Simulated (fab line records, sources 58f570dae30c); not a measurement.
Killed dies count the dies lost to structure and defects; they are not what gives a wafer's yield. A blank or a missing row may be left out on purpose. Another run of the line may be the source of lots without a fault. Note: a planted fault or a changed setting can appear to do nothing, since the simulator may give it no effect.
Split-lot trial + flow berkeley cmos170 + 5 lots, 23 wafers read, on a route of 331 steps

THE SPLIT ITSELF
At UCB170_ZERO_ETCH_06 (etches SiO2 in CHF3/CF4/Ar, time 12 s), the setting over etch frac was moved away from the recipe's 1.58 on 7 of the 23 wafers read, by -20.3% to +20.9%. All remaining wafers had this setting at the recipe value.

The reading comes from the split's own step.

THE READING
oes product au, in a.u., at UCB170_ZERO_ETCH_06 (etches SiO2 in CHF3/CF4/Ar, time 12 s). Fault-free wafers of this fab line usually give 0.622 a.u., standard deviation 0.0073 a.u.

| wafer  | tool, chamber at the split | over etch frac as run | against the recipe | oes product au, a.u. | against lot-mates on the recipe |
|--------|----------------------------|-----------------------|--------------------|----------------------|---------------------------------|
| L074.2 | rie diel-04, 1             | 1.58                  | recipe             | 0.626                | -                               |
| L074.3 | rie diel-04, 3             | 1.58                  | recipe             | 0.616                | -                               |
| L074.4 | rie diel-04, 0             | 1.58                  | recipe             | 0.625                | -                               |
| L077.1 | rie diel-02, 2             | 1.58                  | recipe             | 0.628                | -                               |
| L077.2 | rie diel-02, 0             | 1.26                  | -20.3%             | 0.647                | +0.024                          |
| L077.3 | rie diel-02, 1             | 1.58                  | recipe             | 0.624                | -                               |
| L077.4 | rie diel-02, 3             | 1.58                  | recipe             | 0.616                | -                               |
| L077.6 | rie diel-02, 1             | 1.26                  | -20.3%             | 0.665                | +0.042                          |
| L078.1 | rie diel-01, 3             | 1.58                  | recipe             | 0.623                | -                               |
| L078.2 | rie diel-01, 0             | 1.58                  | recipe             | 0.620                | -                               |
| L078.3 | rie diel-01, 2             | 1.58                  | recipe             | 0.627                | -                               |
| L078.5 | rie diel-01, 1             | 1.58                  | recipe             | 0.620                | -                               |
| L078.6 | rie diel-01, 2             | 1.58                  | recipe             | 0.630                | -                               |
| L079.1 | rie diel-02, 0             | 1.58                  | recipe             | 0.613                | -                               |
| L079.2 | rie diel-02, 2             | 1.58                  | recipe             | 0.631                | -                               |
| L079.4 | rie diel-02, 3             | 1.84                  | +16.5%             | 0.588                | -0.032                          |
| L079.5 | rie diel-02, 2             | 1.84                  | +16.5%             | 0.605                | -0.015                          |
| L079.6 | rie diel-02, 1             | 1.58                  | recipe             | 0.617                | -                               |
| L083.1 | rie diel-02, 2             | 1.58                  | recipe             | 0.621                | -                               |
| L083.2 | rie diel-02, 3             | 1.911                 | +20.9%             | 0.588                | -0.039                          |
| L083.3 | rie diel-02, 0             | 1.911                 | +20.9%             | 0.594                | -0.033                          |
| L083.4 | rie diel-02, 2             | 1.58                  | recipe             | 0.632                | -                               |
| L083.5 | rie diel-02, 0             | 1.911                 | +20.9%             | 0.596                | -0.031                          |

THE FIT
A straight line over all 23 wafers: oes product au changes by -0.00154 a.u. for each +1% of over etch frac; r = -0.94; the points scatter about the line by 0.0064 a.u.
The same after taking each lot's own level away (the mean of its wafers on the recipe; 23 wafers): -0.0016 a.u. for each +1%; r = -0.94; scatter 0.0062 a.u.
The reading moves by 0.033 a.u. for the largest change in over etch frac, on that fit.
Measured against the standard deviation above, the lots' own levels, which go from 0.6203 to 0.6265 a.u., span 0.8 times it.
Consequently the slope shifts little with the lot-to-lot level, the two slopes agreeing.
Check: for one of the wafers moved furthest among these (+20.9%), held out of the fit, the line's prediction against its lot-mates is -0.032 a.u. It came out at -0.0385 a.u. against them.
Tool readings at the split's step, against how far the setting was moved: oes product au r = -0.94.

FILE'S OWN FIT
oes product au changes by -0.0016 a.u. for each +1% of over etch frac, r = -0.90.
